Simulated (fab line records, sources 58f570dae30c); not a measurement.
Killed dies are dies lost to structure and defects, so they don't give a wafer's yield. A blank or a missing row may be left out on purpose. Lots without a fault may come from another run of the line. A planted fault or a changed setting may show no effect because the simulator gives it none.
Tool commonality check | flow berkeley_cmos170 | 15 lots, 45 wafers sampled

WHY IT WAS OPENED
At UCB170_V2_THK_MEAS_01 the reading V2_TEOS_THK is flagged on 3 of 15 lots. Wafers without a fault read 2001 nm, standard deviation 23.
Rule: a lot is flagged when every wafer of it that has a number lies more than 4 standard deviations from that mean, or none has a number. The other lots count as sound.

lot  | measured     | on            | V2_TEOS_THK (nm), wafer by wafer | flag
L988 | day 7 12:40  | film_metro-04 | 1969 1970 2008                   |
L989 | day 7 13:22  | film_metro-02 | 1957 1971 1980                   |
L990 | day 7 22:02  | film_metro-03 | 1977 1993 2014                   |
L992 | day 8 05:52  | film_metro-03 | 2009 2032 2024                   |
L991 | day 8 13:05  | film_metro-03 | 1987 1983 2008                   |
L995 | day 9 08:13  | film_metro-04 | 2007 1997 2041                   |
L998 | day 9 12:35  | film_metro-02 | 1990 2006 2023                   |
L997 | day 9 12:56  | film_metro-03 | 1983 2004 1999                   |
L999 | day 9 20:08  | film_metro-03 | 1980 1977 2012                   |
L100 | day 9 20:38  | film_metro-02 | 2005 2033 2038                   |
L104 | day 11 01:06 | film_metro-03 | 1785 1793 1820                   | FLAGGED
L107 | day 11 18:57 | film_metro-03 | 1768 1778 1800                   | FLAGGED
L108 | day 12 10:23 | film_metro-02 | 1752 1754 1761                   | FLAGGED
L109 | day 12 10:37 | film_metro-03 | 1985 2008 1999                   |
L111 | day 13 07:25 | film_metro-03 | 1949 2002 2006                   |
The numbers of the flagged lots are 1779 nm on average: -222 nm against the usual, or -10 standard deviations.

WHICH TOOL RAN EACH LOT
The record holds 1 process step before the reading, out of a route of 331 steps. In each cell: the tool, then ch and the chambers that the sampled wafers went through, then the start.
lot  | flag    | UCB170_V2_CVD_00
L988 |         | pecvd-03 ch 0,1, day 7 12:31
L989 |         | pecvd-04 ch 0,1,2, day 7 13:13
L990 |         | pecvd-03 ch 0,2, day 7 21:53
L992 |         | pecvd-03 ch 0,1, day 8 05:41
L991 |         | pecvd-01 ch 1,2, day 8 12:56
L995 |         | pecvd-01 ch 0,1,2, day 9 08:03
L998 |         | pecvd-03 ch 0,1,2, day 9 12:29
L997 |         | pecvd-04 ch 0,2, day 9 12:45
L999 |         | pecvd-04 ch 0,2, day 9 19:53
L100 |         | pecvd-01 ch 0,2, day 9 20:28
L104 | FLAGGED | pecvd-01 ch 0,1,2, day 11 00:56
L107 | FLAGGED | pecvd-01 ch 0,2, day 11 18:47
L108 | FLAGGED | pecvd-01 ch 0,1,2, day 12 10:13
L109 |         | pecvd-04 ch 0,1,2, day 12 10:28
L111 |         | pecvd-03 ch 0,2, day 13 07:14
What these steps do:
- UCB170_V2_CVD_00: deposits SiO2 from TEOS/O2, target thk 2000 nm, time 250 s.
- UCB170_V2_THK_MEAS_01

FLAGGED OVER TOTAL, TOOL BY TOOL (the gauges that took the reading come last)
step                  | tool          | lots run | flagged | share of the flagged lots | sound lots run after its first flagged lot
UCB170_V2_CVD_00      | pecvd-01      | 6        | 3       | all                       | 0
UCB170_V2_CVD_00      | pecvd-03      | 5        | 0       | none                      | -
UCB170_V2_CVD_00      | pecvd-04      | 4        | 0       | none                      | -
UCB170_V2_THK_MEAS_01 | film_metro-02 | 4        | 1       | some                      | 0
UCB170_V2_THK_MEAS_01 | film_metro-03 | 9        | 2       | some                      | 2 (L109,L111)
UCB170_V2_THK_MEAS_01 | film_metro-04 | 2        | 0       | none                      | -

WHAT THE TABLE ALLOWS
1 row of the table ran every flagged lot: pecvd-01 at UCB170_V2_CVD_00.
- pecvd-01 at UCB170_V2_CVD_00: 3 of its 6 lots flagged. Its last sound lot is L100 (day 9 20:28), its first flagged lot L104 (day 11 00:56): a fault that began between those two fits.
One tool is left: pecvd-01 at UCB170_V2_CVD_00.

WHAT THE SIMULATOR HAD PUT IN
Site profile drift: pecvd-01, from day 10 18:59 on, at UCB170_V2_CVD_00. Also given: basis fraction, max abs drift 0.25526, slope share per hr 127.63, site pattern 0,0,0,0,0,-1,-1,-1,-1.
Lots struck among those shown: L104, L107, L108. The rule above found the same.
